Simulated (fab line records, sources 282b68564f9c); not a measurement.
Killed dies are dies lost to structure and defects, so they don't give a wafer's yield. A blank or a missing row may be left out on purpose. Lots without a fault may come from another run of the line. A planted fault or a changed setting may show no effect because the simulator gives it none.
Which tool did it? | flow rit_cmos | 7 lots, 21 wafers sampled, at 2 steps of a route of 202

WHAT THE GAUGES READ, wafer by wafer
RIT_CONTACT_THK_MEAS_01.
lot  | measured    | on            | CONTACT_TEOS_THK (nm)
L444 | day 3 14:37 | film_metro-04 | 388 400 393
L447 | day 4 07:41 | film_metro-03 | 396 396 396
L454 | day 5 11:16 | film_metro-03 | 434 448 407
L456 | day 5 21:15 | film_metro-03 | 396 396 398
L459 | day 6 12:11 | film_metro-04 | 397 396 402
L462 | day 7 01:17 | film_metro-03 | 405 398 404
L466 | day 7 21:25 | film_metro-04 | 403 409 401

WHICH TOOL RAN EACH LOT (tool, then ch and the chambers of the sampled wafers, then the start)
lot  | RIT_CONTACT_CVD_00
L444 | pecvd-04 ch 0,1,2, day 3 14:33
L447 | pecvd-04 ch 0,1, day 4 07:38
L454 | pecvd-02 ch 0,1, day 5 11:12
L456 | pecvd-04 ch 0,1,2, day 5 21:12
L459 | pecvd-04 ch 0,2, day 6 12:08
L462 | pecvd-04 ch 0,1,2, day 7 01:13
L466 | pecvd-02 ch 0,1, day 7 21:20
- RIT_CONTACT_CVD_00: deposits SiO2 from TEOS, target thk 400 nm, time 61 s.

THE ANSWER, worked out from the rows above alone
Rule: what is usual is taken from the lots themselves. Put in order of their means at a reading, lots are off if they are a third of the lots or fewer, leave a main group of 4 or more, and stand apart from it by a gap of 3 or more times the standard deviation of the main group's means; of several such gaps the widest counts. A main group whose means are all the same, to the digits that the tables above print for the reading, isn't used. A lot without any number at a reading at which 4 lots or more have one is off too. The other lots that the step has rows for count as sound.
Off: L454, at RIT_CONTACT_THK_MEAS_01 (CONTACT_TEOS_THK). The main group: mean 399 nm, standard deviation 3.7.
A tool fits if, at a process step before that reading, it ran every lot that is off, and no sound lot after the first of them. The gauges at RIT_CONTACT_THK_MEAS_01 are tried like those tools. None of those tried fits.

WHAT THE SIMULATOR HAD PUT IN
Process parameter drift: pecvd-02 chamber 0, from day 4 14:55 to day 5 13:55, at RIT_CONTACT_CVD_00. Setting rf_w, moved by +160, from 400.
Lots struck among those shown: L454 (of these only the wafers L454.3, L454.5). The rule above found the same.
